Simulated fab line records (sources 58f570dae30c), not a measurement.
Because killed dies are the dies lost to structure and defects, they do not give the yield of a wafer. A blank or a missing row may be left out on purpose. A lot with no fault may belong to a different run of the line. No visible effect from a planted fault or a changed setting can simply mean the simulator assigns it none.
Which of the tools did it? / flow berkeley-cmos170 / 42 wafers from 14 lots sampled at 3 of the route's 331 steps

== WHAT THE GAUGES READ, wafer by wafer ==
UCB170_M1_RS_MEAS_01: measurement is done with a four-point probe.
lot=L137; measured=day 8 09:29; on=film-metro-03; M1_AL_RS (ohm/sq)=0.0473 0.0480 0.0483
lot=L141; measured=day 9 01:01; on=film-metro-02; M1_AL_RS (ohm/sq)=0.0478 0.0475 0.0477
lot=L140; measured=day 9 02:14; on=film-metro-01; M1_AL_RS (ohm/sq)=0.0484 0.0484 0.0478
lot=L139; measured=day 9 02:32; on=film-metro-03; M1_AL_RS (ohm/sq)=0.0489 0.0495 0.0493
lot=L146; measured=day 10 03:35; on=film-metro-01; M1_AL_RS (ohm/sq)=0.0490 0.0481 0.0476
lot=L145; measured=day 10 03:50; on=film-metro-02; M1_AL_RS (ohm/sq)=0.0490 0.0486 0.0482
lot=L148; measured=day 10 04:11; on=film-metro-02; M1_AL_RS (ohm/sq)=0.0485 0.0489 0.0492
lot=L147; measured=day 10 04:25; on=film-metro-01; M1_AL_RS (ohm/sq)=0.0632 0.0617 0.0620
lot=L149; measured=day 11 06:51; on=film-metro-03; M1_AL_RS (ohm/sq)=0.0627 0.0630 0.0614
lot=L150; measured=day 11 07:47; on=film-metro-01; M1_AL_RS (ohm/sq)=0.0482 0.0488 0.0493
lot=L153; measured=day 11 18:53; on=film-metro-02; M1_AL_RS (ohm/sq)=0.0484 0.0491 0.0485
lot=L158; measured=day 12 19:04; on=film-metro-02; M1_AL_RS (ohm/sq)=0.0487 0.0479 0.0484
lot=L156; measured=day 12 20:58; on=film-metro-01; M1_AL_RS (ohm/sq)=0.0499 0.0484 0.0490
lot=L157; measured=day 12 20:58; on=film-metro-03; M1_AL_RS (ohm/sq)=0.0486 0.0490 0.0484

UCB170_M1_THK_MEAS_02: measures by xrf.
lot=L137; measured=day 8 09:36; on=film-metro-03; M1_AL_THK (nm)=619 613 609
lot=L141; measured=day 9 01:08; on=film-metro-02; M1_AL_THK (nm)=610 618 614
lot=L140; measured=day 9 02:21; on=film-metro-01; M1_AL_THK (nm)=604 601 607
lot=L139; measured=day 9 02:38; on=film-metro-03; M1_AL_THK (nm)=593 587 593
lot=L146; measured=day 10 03:41; on=film-metro-01; M1_AL_THK (nm)=595 605 612
lot=L145; measured=day 10 03:57; on=film-metro-02; M1_AL_THK (nm)=601 602 614
lot=L148; measured=day 10 04:18; on=film-metro-02; M1_AL_THK (nm)=603 602 598
lot=L147; measured=day 10 04:31; on=film-metro-01; M1_AL_THK (nm)=463 476 472
lot=L149; measured=day 11 06:57; on=film-metro-03; M1_AL_THK (nm)=467 466 479
lot=L150; measured=day 11 07:53; on=film-metro-01; M1_AL_THK (nm)=602 596 592
lot=L153; measured=day 11 19:01; on=film-metro-02; M1_AL_THK (nm)=604 595 600
lot=L158; measured=day 12 19:11; on=film-metro-02; M1_AL_THK (nm)=603 612 610
lot=L156; measured=day 12 21:05; on=film-metro-01; M1_AL_THK (nm)=586 599 594
lot=L157; measured=day 12 21:05; on=film-metro-03; M1_AL_THK (nm)=597 595 602

== WHAT TOOL EACH LOT RAN ON (gives the tool, then ch and the chambers of the sampled wafers, and finally the start) ==
lot=L137; UCB170_M1_SPUTTER_00=pvd-sputter-04, day 8 09:25
lot=L141; UCB170_M1_SPUTTER_00=pvd-sputter-04, day 9 00:56
lot=L140; UCB170_M1_SPUTTER_00=pvd-sputter-02, day 9 02:10
lot=L139; UCB170_M1_SPUTTER_00=pvd-sputter-03, day 9 02:27
lot=L146; UCB170_M1_SPUTTER_00=pvd-sputter-03, day 10 03:30
lot=L145; UCB170_M1_SPUTTER_00=pvd-sputter-04, day 10 03:46
lot=L148; UCB170_M1_SPUTTER_00=pvd-sputter-03, day 10 04:07
lot=L147; UCB170_M1_SPUTTER_00=pvd-sputter-04, day 10 04:19
lot=L149; UCB170_M1_SPUTTER_00=pvd-sputter-04, day 11 06:45
lot=L150; UCB170_M1_SPUTTER_00=pvd-sputter-03, day 11 07:41
lot=L153; UCB170_M1_SPUTTER_00=pvd-sputter-02, day 11 18:50
lot=L158; UCB170_M1_SPUTTER_00=pvd-sputter-03, day 12 19:00
lot=L156; UCB170_M1_SPUTTER_00=pvd-sputter-02, day 12 20:53
lot=L157; UCB170_M1_SPUTTER_00=pvd-sputter-03, day 12 20:54
- UCB170_M1_SPUTTER_00: material Al, target thk 600 nm, time 80 s.

== AS READ BY THE TOOLS THEMSELVES (means over the sampled wafers that have a number; for cases with no such wafer, the mark the record gives instead) ==
UCB170_M1_SPUTTER_00.
lot=L137; tool=pvd-sputter-04; throttle-valve-pct (%)=28.8
lot=L141; tool=pvd-sputter-04; throttle-valve-pct (%)=29.4
lot=L140; tool=pvd-sputter-02; throttle-valve-pct (%)=30.5
lot=L139; tool=pvd-sputter-03; throttle-valve-pct (%)=29.6
lot=L146; tool=pvd-sputter-03; throttle-valve-pct (%)=30.5
lot=L145; tool=pvd-sputter-04; throttle-valve-pct (%)=28.8
lot=L148; tool=pvd-sputter-03; throttle-valve-pct (%)=29.9
lot=L147; tool=pvd-sputter-04; throttle-valve-pct (%)=28.4
lot=L149; tool=pvd-sputter-04; throttle-valve-pct (%)=29.4
lot=L150; tool=pvd-sputter-03; throttle-valve-pct (%)=30.2
lot=L153; tool=pvd-sputter-02; throttle-valve-pct (%)=30.2
lot=L158; tool=pvd-sputter-03; throttle-valve-pct (%)=29.9
lot=L156; tool=pvd-sputter-02; throttle-valve-pct (%)=30.4
lot=L157; tool=pvd-sputter-03; throttle-valve-pct (%)=30.1

== THE ANSWER, worked out from the rows above alone ==
Rule: usual is defined by the lots themselves. The widest of any qualifying gaps counts: lots, ordered by their means at a reading, are off when they make up no more than a third of the lots, leave a main group of 4 or more, and stand apart from it by 3 or more times the standard deviation of that group's means. Not used: any main group whose means are identical at the precision the tables above print for the reading. A lot without any number at a reading at which 4 lots or more have one is off too. Any other lot the step has rows for is counted as sound. After the gauges, taken in route order, come the tools' own readings; for these a lot's mean is taken, as printed above. At the first step where some lot is off, the reading lying furthest off is the one used; lots without a number count as furthest.
Off: L147, L149, seen at UCB170_M1_RS_MEAS_01 (M1_AL_RS). For the main group the mean is 0.0485 ohm/sq and the standard deviation 0.00045.
If a tool, at a process step before that reading, ran all the lots that are off and no sound lot after the first of them, it fits. The gauges at UCB170_M1_RS_MEAS_01 are tried like those tools. One fits: UCB170_M1_SPUTTER_00 on pvd-sputter-04. Its last sound lot is L145 (day 10 03:46), its first lot that is off L147 (day 10 04:19): a fault that began between those two fits.

== WHAT THE SIMULATOR HAD PUT IN ==
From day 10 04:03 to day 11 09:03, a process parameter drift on pvd-sputter-04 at UCB170_M1_SPUTTER_00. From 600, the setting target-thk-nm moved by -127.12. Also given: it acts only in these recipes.
Shown lots that were struck: L147, L149. The rule above reached the same finding.
